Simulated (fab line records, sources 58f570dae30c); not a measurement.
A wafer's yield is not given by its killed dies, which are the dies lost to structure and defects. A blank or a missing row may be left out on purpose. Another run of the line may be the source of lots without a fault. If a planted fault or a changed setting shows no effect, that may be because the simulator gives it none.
Split-lot trial :: flow berkeley_cmos170 :: 23 wafers read across 5 lots, on a route 331 steps long

== ABOUT THE SPLIT ==
At UCB170_PSD_COAT_01 (resist thk 900 nm), the setting resist_thk_nm was moved away from the recipe's 900 nm on 8 of the 23 wafers read, by -4.8% to +3.4%. This setting was run at the recipe's value on the other wafers.

The reading comes from the split's own step.

== THE READING ==
KrF_of_PSD_COAT_01.thk_nm (the simulator's own value, which no gauge read), in nm, at UCB170_PSD_COAT_01 (resist thk 900 nm). The file gives no usual value for it. Average 897.7 nm, standard deviation 1.8 nm, over the 15 wafers here run with the recipe.

wafer: L078.1
tool, chamber at the split: litho_track-01, 0
resist_thk_nm as run, nm: 900
against the recipe: recipe
KrF_of_PSD_COAT_01.thk_nm, nm: 900.2
against lot-mates on the recipe: -

wafer: L078.2
tool, chamber at the split: litho_track-01, 0
resist_thk_nm as run, nm: 900
against the recipe: recipe
KrF_of_PSD_COAT_01.thk_nm, nm: 897.2
against lot-mates on the recipe: -

wafer: L078.3
tool, chamber at the split: litho_track-01, 0
resist_thk_nm as run, nm: 900
against the recipe: recipe
KrF_of_PSD_COAT_01.thk_nm, nm: 899.5
against lot-mates on the recipe: -

wafer: L078.5
tool, chamber at the split: litho_track-01, 0
resist_thk_nm as run, nm: 900
against the recipe: recipe
KrF_of_PSD_COAT_01.thk_nm, nm: 899.7
against lot-mates on the recipe: -

wafer: L078.6
tool, chamber at the split: litho_track-01, 0
resist_thk_nm as run, nm: 900
against the recipe: recipe
KrF_of_PSD_COAT_01.thk_nm, nm: 898.5
against lot-mates on the recipe: -

wafer: L077.1
tool, chamber at the split: litho_track-02, 0
resist_thk_nm as run, nm: 900
against the recipe: recipe
KrF_of_PSD_COAT_01.thk_nm, nm: 898.7
against lot-mates on the recipe: -

wafer: L077.2
tool, chamber at the split: litho_track-02, 0
resist_thk_nm as run, nm: 900
against the recipe: recipe
KrF_of_PSD_COAT_01.thk_nm, nm: 896.4
against lot-mates on the recipe: -

wafer: L077.3
tool, chamber at the split: litho_track-02, 0
resist_thk_nm as run, nm: 900
against the recipe: recipe
KrF_of_PSD_COAT_01.thk_nm, nm: 898
against lot-mates on the recipe: -

wafer: L079.1
tool, chamber at the split: litho_track-03, 0
resist_thk_nm as run, nm: 900
against the recipe: recipe
KrF_of_PSD_COAT_01.thk_nm, nm: 894.2
against lot-mates on the recipe: -

wafer: L079.3
tool, chamber at the split: litho_track-03, 0
resist_thk_nm as run, nm: 856.7
against the recipe: -4.8%
KrF_of_PSD_COAT_01.thk_nm, nm: 855
against lot-mates on the recipe: -40.6

wafer: L079.4
tool, chamber at the split: litho_track-03, 0
resist_thk_nm as run, nm: 856.7
against the recipe: -4.8%
KrF_of_PSD_COAT_01.thk_nm, nm: 854.7
against lot-mates on the recipe: -40.9

wafer: L079.5
tool, chamber at the split: litho_track-03, 0
resist_thk_nm as run, nm: 856.7
against the recipe: -4.8%
KrF_of_PSD_COAT_01.thk_nm, nm: 853.6
against lot-mates on the recipe: -42.0

wafer: L079.6
tool, chamber at the split: litho_track-03, 0
resist_thk_nm as run, nm: 900
against the recipe: recipe
KrF_of_PSD_COAT_01.thk_nm, nm: 897
against lot-mates on the recipe: -

wafer: L081.1
tool, chamber at the split: litho_track-02, 0
resist_thk_nm as run, nm: 900
against the recipe: recipe
KrF_of_PSD_COAT_01.thk_nm, nm: 895.1
against lot-mates on the recipe: -

wafer: L081.2
tool, chamber at the split: litho_track-02, 0
resist_thk_nm as run, nm: 913.6
against the recipe: +1.5%
KrF_of_PSD_COAT_01.thk_nm, nm: 911.6
against lot-mates on the recipe: +15.9

wafer: L081.3
tool, chamber at the split: litho_track-02, 0
resist_thk_nm as run, nm: 900
against the recipe: recipe
KrF_of_PSD_COAT_01.thk_nm, nm: 896.7
against lot-mates on the recipe: -

wafer: L081.5
tool, chamber at the split: litho_track-02, 0
resist_thk_nm as run, nm: 900
against the recipe: recipe
KrF_of_PSD_COAT_01.thk_nm, nm: 895.3
against lot-mates on the recipe: -

wafer: L081.6
tool, chamber at the split: litho_track-02, 0
resist_thk_nm as run, nm: 913.6
against the recipe: +1.5%
KrF_of_PSD_COAT_01.thk_nm, nm: 911.4
against lot-mates on the recipe: +15.7

wafer: L080.1
tool, chamber at the split: litho_track-03, 0
resist_thk_nm as run, nm: 900
against the recipe: recipe
KrF_of_PSD_COAT_01.thk_nm, nm: 900.3
against lot-mates on the recipe: -

wafer: L080.2
tool, chamber at the split: litho_track-03, 0
resist_thk_nm as run, nm: 931
against the recipe: +3.4%
KrF_of_PSD_COAT_01.thk_nm, nm: 932.3
against lot-mates on the recipe: +32.8

wafer: L080.4
tool, chamber at the split: litho_track-03, 0
resist_thk_nm as run, nm: 931
against the recipe: +3.4%
KrF_of_PSD_COAT_01.thk_nm, nm: 931.5
against lot-mates on the recipe: +32.0

wafer: L080.5
tool, chamber at the split: litho_track-03, 0
resist_thk_nm as run, nm: 931
against the recipe: +3.4%
KrF_of_PSD_COAT_01.thk_nm, nm: 931.2
against lot-mates on the recipe: +31.8

wafer: L080.6
tool, chamber at the split: litho_track-03, 0
resist_thk_nm as run, nm: 900
against the recipe: recipe
KrF_of_PSD_COAT_01.thk_nm, nm: 898.6
against lot-mates on the recipe: -

THE FIT
A straight line over all 23 wafers: KrF_of_PSD_COAT_01.thk_nm changes by +9.28 nm for each +1% of resist_thk_nm; r = +1.00; the points scatter about the line by 1.8 nm.
The same after taking each lot's own level away (the mean of its wafers on the recipe; 23 wafers): +8.9 nm for each +1%; r = +1.00; scatter 1.3 nm.
Per that fit: largest resist_thk_nm move, reading shift of 43 nm.
The span of the lots' own levels, 895.60 to 899.45 nm, comes to 2.1 times the standard deviation stated above.
The two slopes are in agreement: the lot-to-lot level therefore moves the slope only a little.
Check: for one of the wafers moved furthest among these (-4.8%), held out of the fit, the line's prediction against its lot-mates is -42.7 nm. Against them it came out at -40.6 nm.

== FURTHER SPLITS ON THESE WAFERS ==
Other splits were also applied to these wafers ahead of the reading. Each is held against what the fit with the lots' levels taken away leaves over:
other split on the same wafers: UCB170_FIELD_OXIDATION_01 ox_time_s
wafers away from the commonest value: 18
r with KrF_of_PSD_COAT_01.thk_nm (lot level and that fit taken away): +0.06

other split on the same wafers: UCB170_FIELD_WET_ETCH_06 time_s
wafers away from the commonest value: 18
r with KrF_of_PSD_COAT_01.thk_nm (lot level and that fit taken away): +0.22

other split on the same wafers: UCB170_NVT_COAT_01 resist_thk_nm
wafers away from the commonest value: 11
r with KrF_of_PSD_COAT_01.thk_nm (lot level and that fit taken away): -0.10

other split on the same wafers: UCB170_PVT_IMPLANT_07 energy_kev
wafers away from the commonest value: 9
r with KrF_of_PSD_COAT_01.thk_nm (lot level and that fit taken away): -0.11

other split on the same wafers: UCB170_GATE_COAT_07 spin_rpm
wafers away from the commonest value: 8
r with KrF_of_PSD_COAT_01.thk_nm (lot level and that fit taken away): +0.15

other split on the same wafers: UCB170_PLDD_EXPOSE_03 dose_mj
wafers away from the commonest value: 7
r with KrF_of_PSD_COAT_01.thk_nm (lot level and that fit taken away): -0.25

other split on the same wafers: UCB170_NLDD_PEB_04 peb_temp_c
wafers away from the commonest value: 4
r with KrF_of_PSD_COAT_01.thk_nm (lot level and that fit taken away): -0.31

== FILE'S OWN FIT ==
KrF_of_PSD_COAT_01.thk_nm changes by +8.93 nm for each +1% of resist_thk_nm, r = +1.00.
